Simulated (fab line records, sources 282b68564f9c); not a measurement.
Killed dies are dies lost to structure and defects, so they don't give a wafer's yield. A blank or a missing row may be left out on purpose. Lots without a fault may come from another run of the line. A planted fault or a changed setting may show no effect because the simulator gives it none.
fab line records | flow rit_cmos
record lots=14 wafers=42 last_day=7
route steps=202 shown NSD@141 CONTACT@169 M1@184
lots that met no fault: from a run of the same line without faults
start_h: hours from the record's first day to the start of the lot's first wafer shown | wait_h: hours since the lot's step before | " the same as in the row above | L1.1+2: a row that stands for several wafers | - no value, or no start given | * or withheld: withheld | < > ~ a bound
route shown NAME@n: a module of which the file shows steps, and the number in the route of the first | usual: mean/standard deviation of fault-free wafers | same: alike in all rows | chamber/n: place in a boat | sites: the reading at each site | _std_site: their standard deviation | _edge_site: outer sites' mean less inner sites' | radius_mm: how far each site lies from the wafer's centre | mask NAME#n: copy n | behind: the tool/chamber that last shaped the wafer | hold: why the lot was held/for how many hours/how that ended | device: the transistor (n, p or np) that didn't switch | end of line: the same wafers' tests at the end of the route | a step without rows: its recipe alone | killed: dies lost to structure and defects at the first sort, not the wafer's yield | map: a wafer's dies, x killed, . not, _ none there
set.NAME: the setting as run; set.NAME@STEP: as run at that earlier step | model.NAME: the simulator's own value behind a step, which no gauge read
steps of the route over a sample of lots; a table a step, a row a wafer
services: from which hour (start_h, from the record's first day; less than 0 if before it) a tool's chamber was out of use, for how many hours, and why
## steps
# step RIT_NSD_TW_MEAS_10
# usual NSD_TW=3082/23
# columns lot.wafer tool chamber start_h wait_h NSD_TW
L492.4 film_metro-03 - 49.17 0.1 3051
L492.5 " - " " 3036
L492.6 " - " " 3060
L493.1 film_metro-02 - 55.00 0.1 3108
L493.2 " - " " 3104
L493.5 " - " " 3113
L494.4 film_metro-02 - 61.09 0.1 3117
L494.5 " - " " 3105
L494.6 " - " " 3111
L497.2 film_metro-03 - 74.39 0.1 3068
L497.4 " - " " 3076
L497.6 " - " " 3085
L498.3 film_metro-02 - 79.59 0.1 3093
L498.5 " - " " 3101
L498.6 " - " " 3084
L499.2 film_metro-04 - 85.64 0.1 3082
L499.4 " - " " 3094
L499.6 " - " " 3079
L500.1 film_metro-02 - 89.48 0.1 3098
L500.4 " - " " 3070
L500.5 " - " " 3103
L502.2 film_metro-03 - 98.53 0.1 3053
L502.5 " - " " 3056
L502.6 " - " " 3063
L504.2 film_metro-03 - 108.82 0.1 3059
L504.3 " - " " 3042
L504.6 " - " " 3069
L506.1 film_metro-02 - 120.52 0.1 3099
L506.5 " - " " 3097
L506.6 " - " " 3088
L508.2 film_metro-03 - 129.78 0.1 3071
L508.3 " - " " 3070
L508.4 " - " " 3051
L512.2 film_metro-03 - 149.54 0.1 3079
L512.4 " - " " 3059
L512.5 " - " " 3080
L513.4 film_metro-02 - 154.61 0.1 3115
L513.5 " - " " 3112
L513.6 " - " " 3106
L515.3 film_metro-03 - 165.66 0.1 3065
L515.4 " - " " 3078
L515.6 " - " " 3060
# step RIT_CONTACT_THK_MEAS_01
# recipe reads=SiO2_of_CONTACT_CVD_00
# usual CONTACT_TEOS_THK=401/5.2
# columns lot.wafer tool chamber start_h wait_h CONTACT_TEOS_THK[nm]
L492.4 film_metro-03 - 52.25 0.0 400
L492.5 " - " " 402
L492.6 " - " " 405
L493.1 film_metro-04 - 58.08 0.0 393
L493.2 " - " " 395
L493.5 " - " " 408
L494.4 film_metro-03 - 64.35 0.0 407
L494.5 " - " " 412
L494.6 " - " " 410
L497.2 film_metro-01 - 77.46 0.0 398
L497.4 " - " " 404
L497.6 " - " " 406
L498.3 film_metro-04 - 82.78 0.0 404
L498.5 " - " " 415
L498.6 " - " " 412
L499.2 film_metro-01 - 88.73 0.0 405
L499.4 " - " " 406
L499.6 " - " " 404
L500.1 film_metro-03 - 92.47 0.1 397
L500.4 " - " " 400
L500.5 " - " " 406
L502.2 film_metro-03 - 101.64 0.0 393
L502.5 " - " " 401
L502.6 " - " " 397
L504.2 film_metro-03 - 111.90 0.0 397
L504.3 " - " " 398
L504.6 " - " " 399
L506.1 film_metro-04 - 123.60 0.0 393
L506.5 " - " " 397
L506.6 " - " " 402
L508.2 film_metro-03 - 132.87 0.0 402
L508.3 " - " " 399
L508.4 " - " " 402
L512.2 film_metro-01 - 152.64 0.0 396
L512.4 " - " " 404
L512.5 " - " " 404
L513.4 film_metro-01 - 157.76 0.0 398
L513.5 " - " " 406
L513.6 " - " " 402
L515.3 film_metro-01 - 168.63 0.0 400
L515.4 " - " " 401
L515.6 " - " " 403
# step RIT_M1_SPUTTER_00
# recipe material=Al target_thk_nm=400 power_w=2000 chamber_pressure_pa=0.4 gas=Ar time_s=500 substrate_temp_c=25
# usual throttle_valve_pct=30.0/1.1
# columns lot.wafer tool chamber start_h wait_h throttle_valve_pct
L492.4 pvd_sputter-03 - 54.41 0.0 31.0
L492.5 " - " " 31.3
L492.6 " - " " 28.7
L493.1 pvd_sputter-04 - 60.27 0.0 29.2
L493.2 " - " " 31.3
L493.5 " - " " 31.2
L494.4 pvd_sputter-03 - 66.49 0.0 31.1
L494.5 " - " " 28.5
L494.6 " - " " 31.1
L497.2 pvd_sputter-03 - 79.69 0.0 30.9
L497.4 " - " " 28.5
L497.6 " - " " 31.3
L498.3 pvd_sputter-04 - 84.97 0.0 28.8
L498.5 " - " " 28.9
L498.6 " - " " 29.0
L499.2 pvd_sputter-03 - 91.01 0.0 29.8
L499.4 " - " " 28.7
L499.6 " - " " 29.8
L500.1 pvd_sputter-04 - 94.73 0.0 28.8
L500.4 " - " " 31.4
L500.5 " - " " 31.3
L502.2 pvd_sputter-04 - 103.93 0.0 28.8
L502.5 " - " " 29.2
L502.6 " - " " 31.5
L504.2 pvd_sputter-04 - 114.06 0.0 31.7
L504.3 " - " " 29.1
L504.6 " - " " 28.9
L506.1 pvd_sputter-04 - 125.78 0.0 31.4
L506.5 " - " " 31.4
L506.6 " - " " 28.9
L508.2 pvd_sputter-04 - 135.29 0.0 29.1
L508.3 " - " " 31.5
L508.4 " - " " 29.0
L512.2 pvd_sputter-04 - 154.96 0.0 31.6
L512.4 " - " " 28.8
L512.5 " - " " 31.1
L513.4 pvd_sputter-02 - 160.06 0.0 30.9
L513.5 " - " " 30.7
L513.6 " - " " 29.7
L515.3 pvd_sputter-04 - 170.86 0.0 31.3
L515.4 " - " " 31.2
L515.6 " - " " 31.0
# step RIT_M1_RS_MEAS_01
# recipe thk_meas_gauge=four-point-probe reads=Al_of_M1_SPUTTER_00
# usual M1_AL_RS=0.0737/0.00071
# columns lot.wafer tool chamber start_h wait_h M1_AL_RS[ohm/sq]
L492.4 film_metro-03 - 54.76 0.2 0.0737
L492.5 " - " " 0.0751
L492.6 " - " " 0.0739
L493.1 film_metro-03 - 60.57 0.1 0.0744
L493.2 " - " " 0.0739
L493.5 " - " " 0.0744
L494.4 film_metro-03 - 66.84 0.2 0.0742
L494.5 " - " " 0.0734
L494.6 " - " " 0.0742
L497.2 film_metro-02 - 80.00 0.2 0.0708
L497.4 " - " " 0.0705
L497.6 " - " " 0.0712
L498.3 film_metro-02 - 85.30 0.2 0.0731
L498.5 " - " " 0.0731
L498.6 " - " " 0.0735
L499.2 film_metro-02 - 91.33 0.2 0.0721
L499.4 " - " " 0.0714
L499.6 " - " " 0.0718
L500.1 film_metro-03 - 95.02 0.1 0.0737
L500.4 " - " " 0.0737
L500.5 " - " " 0.0736
L502.2 film_metro-02 - 104.27 0.2 0.0734
L502.5 " - " " 0.0731
L502.6 " - " " 0.0732
L504.2 film_metro-03 - 114.40 0.2 0.0732
L504.3 " - " " 0.0726
L504.6 " - " " 0.0736
L506.1 film_metro-02 - 126.08 0.1 0.0731
L506.5 " - " " 0.0738
L506.6 " - " " 0.0733
L508.2 film_metro-04 - 135.61 0.2 0.0725
L508.3 " - " " 0.0734
L508.4 " - " " 0.0727
L512.2 film_metro-02 - 155.28 0.2 0.0743
L512.4 " - " " 0.0737
L512.5 " - " " 0.0742
L513.4 film_metro-03 - 160.41 0.2 0.0726
L513.5 " - " " 0.0731
L513.6 " - " " 0.0729
L515.3 film_metro-03 - 171.19 0.2 0.0734
L515.4 " - " " 0.0728
L515.6 " - " " 0.0732
# step RIT_M1_THK_MEAS_02
# recipe thk_meas_gauge=xrf reads=Al_of_M1_SPUTTER_00
# usual M1_AL_THK=406/4.7
# columns lot.wafer tool chamber start_h wait_h M1_AL_THK[nm]
L492.4 film_metro-03 - 54.85 0.1 405
L492.5 " - " " 399
L492.6 " - " " 403
L493.1 film_metro-03 - 60.69 0.1 403
L493.2 " - " " 404
L493.5 " - " " 403
L494.4 film_metro-03 - 66.93 0.1 404
L494.5 " - " " 409
L494.6 " - " " 404
L497.2 film_metro-02 - 80.11 0.1 421
L497.4 " - " " 424
L497.6 " - " " 417
L498.3 film_metro-02 - 85.40 0.1 407
L498.5 " - " " 408
L498.6 " - " " 405
L499.2 film_metro-02 - 91.44 0.1 412
L499.4 " - " " 418
L499.6 " - " " 415
L500.1 film_metro-03 - 95.14 0.1 409
L500.4 " - " " 408
L500.5 " - " " 406
L502.2 film_metro-02 - 104.38 0.1 407
L502.5 " - " " 408
L502.6 " - " " 408
L504.2 film_metro-03 - 114.51 0.1 413
L504.3 " - " " 415
L504.6 " - " " 410
L506.1 film_metro-02 - 126.20 0.1 407
L506.5 " - " " 403
L506.6 " - " " 405
L508.2 film_metro-04 - 135.72 0.1 421
L508.3 " - " " 413
L508.4 " - " " 421
L512.2 film_metro-02 - 155.39 0.1 401
L512.4 " - " " 407
L512.5 " - " " 399
L513.4 film_metro-03 - 160.50 0.1 409
L513.5 " - " " 409
L513.6 " - " " 408
L515.3 film_metro-03 - 171.29 0.1 407
L515.4 " - " " 410
L515.6 " - " " 408
# step RIT_M1_CD_MEAS_90
# recipe target_cd_nm=2600
# usual cd_nm=2600.6/2.5
# columns lot.wafer tool chamber start_h wait_h cd_nm
L492.4 cd_sem-02 - 56.74 0.1 2605.4
L492.5 " - " " 2600.5
L492.6 " - " " 2603.4
L493.1 cd_sem-02 - 62.55 0.1 2599.2
L493.2 " - " " 2597.6
L493.5 " - " " 2599.9
L494.4 cd_sem-02 - 68.96 0.1 2597.3
L494.5 " - " " 2597.5
L494.6 " - " " 2599.6
L497.2 cd_sem-01 - 82.32 0.1 2603.7
L497.4 " - " " 2603.0
L497.6 " - " " 2603.5
L498.3 cd_sem-02 - 87.35 0.1 2603.2
L498.5 " - " " 2602.8
L498.6 " - " " 2601.9
L499.2 cd_sem-01 - 93.32 0.1 2601.0
L499.4 " - " " 2601.1
L499.6 " - " " 2602.2
L500.1 cd_sem-02 - 97.00 0.1 2602.2
L500.4 " - " " 2597.9
L500.5 " - " " 2597.7
L502.2 cd_sem-01 - 106.24 0.1 2597.4
L502.5 " - " " 2596.7
L502.6 " - " " 2598.4
L504.2 cd_sem-01 - 116.38 0.1 2604.4
L504.3 " - " " 2600.0
L504.6 " - " " 2602.7
L506.1 cd_sem-02 - 128.06 0.1 2601.1
L506.5 " - " " 2601.3
L506.6 " - " " 2601.5
L508.2 cd_sem-01 - 137.58 0.1 2600.6
L508.3 " - " " 2600.1
L508.4 " - " " 2603.4
L512.2 cd_sem-01 - 157.41 0.1 2595.9
L512.4 " - " " 2598.2
L512.5 " - " " 2596.8
L513.4 cd_sem-02 - 162.54 0.1 2600.0
L513.5 " - " " 2600.0
L513.6 " - " " 2599.7
L515.3 cd_sem-02 - 173.39 0.1 2598.5
L515.4 " - " " 2603.7
L515.6 " - " " 2602.9
# step RIT_M1_PROBE_99
# usual killed_at_M0_to_M3=0.0/0.16 killed_at_contacts=0.0/0.18 killed_at_front_end=7/3.1 killed_dies=7/3.1 killed_open=3.5/2.1 killed_short=3.5/2
# same gross_dies=264 killed_at_M4_up=0 killed_at_back_side=0 killed_at_other=0
# columns lot.wafer tool chamber start_h wait_h killed_at_M0_to_M3 killed_at_contacts killed_at_front_end killed_dies killed_open killed_short
L493.1 prober-02 - 64.29 0.1 0 0 6 6 3 3
L493.2 prober-02 - 64.34 0.1 0 0 8 8 2 6
L493.5 prober-02 - 64.49 0.2 0 0 16 16 6 10
L512.2 prober-01 - 160.00 0.1 0 0 10 10 7 3
L512.4 prober-01 - 160.10 0.2 0 0 9 9 5 4
L512.5 prober-01 - 160.15 0.2 0 0 8 8 3 5
# killed by level:class
L493.1 FOX2:geometric_particle:open=1 GATE:geometric_particle:short=1 REOX:geometric_particle:open=1 SPACER:geometric_particle:open=1 SPACER:geometric_particle:short=1 SILICIDE:geometric_particle:short=1
L493.2 GATE:geometric_particle:short=3 ACTIVE:geometric_particle:short=1 GATE:geometric_particle:open=1 SPACER:geometric_particle:short=1 SPACER:geometric_particle:open=1 SILICIDE:geometric_particle:short=1
L493.5 GATE:geometric_particle:short=3 GATE:geometric_particle:open=3 FOX1:geometric_particle:short=2 REOX:geometric_particle:short=2 REOX:geometric_particle:open=2 SPACER:geometric_particle:short=2 FOX1:geometric_particle:open=1 SILICIDE:geometric_particle:short=1
L512.2 FOX2:geometric_particle:open=3 GATE:geometric_particle:open=2 FOX1:geometric_particle:short=1 FOX2:geometric_particle:short=1 GATE:geometric_particle:short=1 REOX:geometric_particle:open=1 SPACER:geometric_particle:open=1
L512.4 GATE:geometric_particle:open=3 GATE:geometric_particle:short=3 FOX1:geometric_particle:short=1 FOX2:geometric_particle:open=1 SILICIDE:geometric_particle:open=1
L512.5 FOX1:geometric_particle:short=2 GATE:geometric_particle:open=2 GATE:geometric_particle:short=2 FOX1:geometric_particle:open=1 SPACER:geometric_particle:short=1
## services
# columns tool chamber start_h hours kind
pvd_sputter-02 - 37.68 3.3 repair
pvd_sputter-02 - 49.36 1.4 repair
pvd_sputter-02 - 66.16 9.6 repair
pvd_sputter-02 - 68.66 1.0 repair
pvd_sputter-04 - 116.17 3.9 repair
pvd_sputter-03 - 156.35 5.7 repair
pvd_sputter-04 - 158.75 11.4 repair
## key
first_sign step=RIT_M1_RS_MEAS_01 reading=M1_AL_RS direction=down sigmas=3.4 usual=0.0737 struck=0.0713
effect step=RIT_M1_THK_MEAS_02 reading=M1_AL_THK direction=up sigmas=2.5 usual=406 struck=418
met_at RIT_M1_SPUTTER_00
struck_lots L497,L499
tester_left_out L497,L499
not_acting_at RIT_NSD_TW_MEAS_10,RIT_CONTACT_THK_MEAS_01,RIT_M1_CD_MEAS_90
onset_between 66.49 79.69
earlier_fault kind=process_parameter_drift tool=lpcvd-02 chamber=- onset_h=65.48 steps=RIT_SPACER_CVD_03 channel=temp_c offset=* shape=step end_h=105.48 acts_in=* stated=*
fault kind=process_parameter_drift tool=pvd_sputter-03 chamber=- onset_h=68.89 steps=RIT_M1_SPUTTER_00 channel=time_s offset=* shape=step stated=*
# tester_left_out: of these lots the tester's yield and bins aren't shown, on N5 and GAA mostly nor the transistor test; their killed dies are dies lost to structure and defects alone, not to doping, threshold or leakage, so they don't give the yield
